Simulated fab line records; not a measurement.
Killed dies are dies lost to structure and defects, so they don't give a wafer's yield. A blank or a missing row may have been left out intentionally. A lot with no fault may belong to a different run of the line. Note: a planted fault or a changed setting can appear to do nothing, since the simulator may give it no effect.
The tool behind it: which one? + flow berkeley cmos170 + 13 lots, 39 wafers sampled, at 5 steps of a route of 331

== WHAT THE GAUGES READ, wafer by wafer ==
UCB170_V2_THK_MEAS_01.
| lot  | measured     | on            | V2_TEOS_THK (nm) |
|------|--------------|---------------|------------------|
| L225 | day 9 11:10  | film metro-04 | 2015 1992 2031   |
| L226 | day 9 22:30  | film metro-02 | 1981 1999 2004   |
| L227 | day 10 00:58 | film metro-04 | 1982 1989 2040   |
| L228 | day 10 13:56 | film metro-03 | 1985 2007 2015   |
| L234 | day 11 04:35 | film metro-02 | 2006 2042 2057   |
| L233 | day 11 06:19 | film metro-02 | 2005 1979 2030   |
| L231 | day 11 07:31 | film metro-02 | 2002 1998 2027   |
| L237 | day 12 02:37 | film metro-03 | 2034 2036 2015   |
| L239 | day 12 04:53 | film metro-02 | 1989 2021 1983   |
| L240 | day 12 05:57 | film metro-03 | 2018 1989 2048   |
| L238 | day 12 07:49 | film metro-02 | 1977 1996 2004   |
| L241 | day 12 09:31 | film metro-03 | 2001 1991 2022   |
| L242 | day 12 10:02 | film metro-02 | 3504 2037 2034   |

UCB170_V2_CD_MEAS_12 targets a cd of 700 nm.
| lot  | measured     | on        | cd nm (nm)        |
|------|--------------|-----------|-------------------|
| L225 | day 9 13:20  | cd sem-02 | 702.2 699.8 700.6 |
| L226 | day 10 01:28 | cd sem-01 | 698.8 696.6 698.8 |
| L227 | day 10 03:33 | cd sem-02 | 698.4 696.4 697.6 |
| L228 | day 10 15:31 | cd sem-02 | 700.1 700.0 697.6 |
| L234 | day 11 06:49 | cd sem-01 | 697.5 699.2 699.8 |
| L233 | day 11 09:33 | cd sem-02 | 701.0 700.3 701.5 |
| L231 | day 11 11:47 | cd sem-01 | 698.9 698.1 698.4 |
| L237 | day 12 04:19 | cd sem-02 | 698.4 698.8 698.6 |
| L239 | day 12 06:48 | cd sem-02 | 700.2 699.2 699.1 |
| L240 | day 12 08:14 | cd sem-02 | 698.2 700.1 700.7 |
| L238 | day 12 10:46 | cd sem-01 | 699.1 700.0 699.7 |
| L241 | day 12 13:06 | cd sem-01 | 701.0 699.3 699.9 |
| L242 | day 12 13:38 | cd sem-01 | 701.1 700.2 700.3 |

== EACH LOT AND THE TOOL THAT RAN IT (in order: tool; ch and the chambers of the sampled wafers; start) ==
| lot  | UCB170_M1_ETCH_11                  | UCB170_M2_SPUTTER_01         | UCB170_V2_CVD_00                |
|------|------------------------------------|------------------------------|---------------------------------|
| L225 | rie diel-04 ch 1,2, day 9 03:46    | pvd sputter-04, day 9 08:34  | pecvd-03 ch 0,1, day 9 11:00    |
| L226 | rie diel-02 ch 1,2,3, day 9 13:41  | pvd sputter-01, day 9 18:31  | pecvd-02 ch 0,2, day 9 22:20    |
| L227 | rie diel-02 ch 0,2, day 9 14:50    | pvd sputter-03, day 9 20:16  | pecvd-02 ch 1,2, day 10 00:47   |
| L228 | rie diel-04 ch 2,3, day 10 04:38   | pvd sputter-04, day 10 10:46 | pecvd-04 ch 0,2, day 10 13:46   |
| L234 | rie diel-03 ch 0,3, day 10 19:04   | pvd sputter-04, day 10 23:41 | pecvd-02 ch 0,1, day 11 04:26   |
| L233 | rie diel-02 ch 0,2,3, day 10 21:05 | pvd sputter-03, day 11 01:52 | pecvd-02 ch 0,1,2, day 11 06:10 |
| L231 | rie diel-03 ch 2,3, day 10 21:08   | pvd sputter-04, day 11 03:52 | pecvd-02 ch 1,2, day 11 07:22   |
| L237 | rie diel-03 ch 0,1,2, day 11 15:41 | pvd sputter-03, day 11 23:06 | pecvd-04 ch 0,1,2, day 12 02:31 |
| L239 | rie diel-02 ch 1,3, day 11 21:21   | pvd sputter-03, day 12 01:47 | pecvd-03 ch 0,1,2, day 12 04:43 |
| L240 | rie diel-02 ch 1,2,3, day 11 23:09 | pvd sputter-04, day 12 03:13 | pecvd-04 ch 0,2, day 12 05:47   |
| L238 | rie diel-04 ch 1,2,3, day 11 23:28 | pvd sputter-03, day 12 04:49 | pecvd-02 ch 0,2, day 12 07:40   |
| L241 | rie diel-03 ch 0,2,3, day 12 00:43 | pvd sputter-01, day 12 06:00 | pecvd-03 ch 1,2, day 12 09:21   |
| L242 | rie diel-02 ch 1,2,3, day 12 01:00 | pvd sputter-04, day 12 06:32 | pecvd-04 ch 0,1,2, day 12 09:53 |
- UCB170_M1_ETCH_11: etches BARC in N2/H2.
- UCB170_M2_SPUTTER_01: material Al, target thk 900 nm, time 120 s.
- UCB170_V2_CVD_00: deposits SiO2 from TEOS/O2, target thk 2000 nm, time 250 s.

== WHAT THE TOOLS THEMSELVES READ (means of the sampled wafers that have a number; where no wafer has one, the mark that the record gives instead) ==
UCB170_M1_ETCH_11.
| lot  | tool        | chamber pressure mTorr (mTorr) | drypump motor current A (A) | oes product au (a.u.) | throttle valve pct (%) |
|------|-------------|--------------------------------|-----------------------------|-----------------------|------------------------|
| L225 | rie diel-04 | 29.986                         | 5.1                         | 1.025                 | 13.26                  |
| L226 | rie diel-02 | 29.985                         | 6.2                         | 1.022                 | 13.36                  |
| L227 | rie diel-02 | 29.993                         | 5.9                         | 1.021                 | 13.36                  |
| L228 | rie diel-04 | 30.004                         | 5.6                         | 1.004                 | 13.22                  |
| L234 | rie diel-03 | 29.997                         | 5.6                         | 1.023                 | 13.13                  |
| L233 | rie diel-02 | 30.002                         | 5.6                         | 1.010                 | 13.31                  |
| L231 | rie diel-03 | 30.005                         | 6.0                         | 1.008                 | 13.19                  |
| L237 | rie diel-03 | 29.982                         | 5.9                         | 1.011                 | 13.21                  |
| L239 | rie diel-02 | 30.015                         | 5.9                         | 1.004                 | 13.32                  |
| L240 | rie diel-02 | 30.014                         | 6.1                         | 1.012                 | 13.36                  |
| L238 | rie diel-04 | 30.037                         | 5.3                         | 1.011                 | 13.28                  |
| L241 | rie diel-03 | 30.004                         | 5.8                         | 1.020                 | 13.16                  |
| L242 | rie diel-02 | 29.993                         | 6.2                         | 1.015                 | 13.36                  |

UCB170_M2_SPUTTER_01.
| lot  | tool           | cathode dc power W (W) | throttle valve pct (%) |
|------|----------------|------------------------|------------------------|
| L225 | pvd sputter-04 | 6000.8                 | 30.7                   |
| L226 | pvd sputter-01 | 5999.5                 | 29.4                   |
| L227 | pvd sputter-03 | 5999.6                 | 29.8                   |
| L228 | pvd sputter-04 | 6000.0                 | 29.4                   |
| L234 | pvd sputter-04 | 5999.6                 | 29.4                   |
| L233 | pvd sputter-03 | 6000.4                 | 30.1                   |
| L231 | pvd sputter-04 | 6000.0                 | 29.3                   |
| L237 | pvd sputter-03 | 6000.0                 | 29.8                   |
| L239 | pvd sputter-03 | 6000.7                 | 29.9                   |
| L240 | pvd sputter-04 | 5999.1                 | 29.9                   |
| L238 | pvd sputter-03 | 6000.7                 | 30.0                   |
| L241 | pvd sputter-01 | 5999.8                 | 30.2                   |
| L242 | pvd sputter-04 | 5999.7                 | 30.7                   |

UCB170_V2_CVD_00.
| lot  | tool     | heater power w (W) |
|------|----------|--------------------|
| L225 | pecvd-03 | 223                |
| L226 | pecvd-02 | 274                |
| L227 | pecvd-02 | 258                |
| L228 | pecvd-04 | 221                |
| L234 | pecvd-02 | 230                |
| L233 | pecvd-02 | 252                |
| L231 | pecvd-02 | 232                |
| L237 | pecvd-04 | 204                |
| L239 | pecvd-03 | 286                |
| L240 | pecvd-04 | 228                |
| L238 | pecvd-02 | 269                |
| L241 | pecvd-03 | 287                |
| L242 | pecvd-04 | 240                |

== THE ANSWER, worked out from the rows above alone ==
Rule: usual is defined by the lots themselves. Put in order of their means at a reading, lots are off if they are a third of the lots or fewer, leave a main group of 4 or more, and stand apart from it by a gap of 3 or more times the standard deviation of the main group's means; of several such gaps the widest counts. A main group is skipped when, at the precision printed for the reading in the tables above, its means are all equal. A lot without any number at a reading at which 4 lots or more have one is off too. All remaining lots with rows at the step are treated as sound. After the gauges, taken in route order, come the tools' own readings; for these a lot's mean is taken, as printed above. The first step at which some lot is off is used, and at that step the reading that is off furthest; a lot without a number counts as furthest.
Off: L242, seen at UCB170_V2_THK_MEAS_01 (V2_TEOS_THK). The main group has a mean of 2009 nm with a standard deviation of 12.
If a tool, at a process step before that reading, ran all the lots that are off and no sound lot after the first of them, it fits. Those tools and the gauges at UCB170_V2_THK_MEAS_01 are tried in the same way. Can't be told from this: 4 tools fit, rie diel-02 at UCB170_M1_ETCH_11, pvd sputter-04 at UCB170_M2_SPUTTER_01, pecvd-04 at UCB170_V2_CVD_00, film metro-02 at UCB170_V2_THK_MEAS_01.

== WHAT THE SIMULATOR PUT IN ==
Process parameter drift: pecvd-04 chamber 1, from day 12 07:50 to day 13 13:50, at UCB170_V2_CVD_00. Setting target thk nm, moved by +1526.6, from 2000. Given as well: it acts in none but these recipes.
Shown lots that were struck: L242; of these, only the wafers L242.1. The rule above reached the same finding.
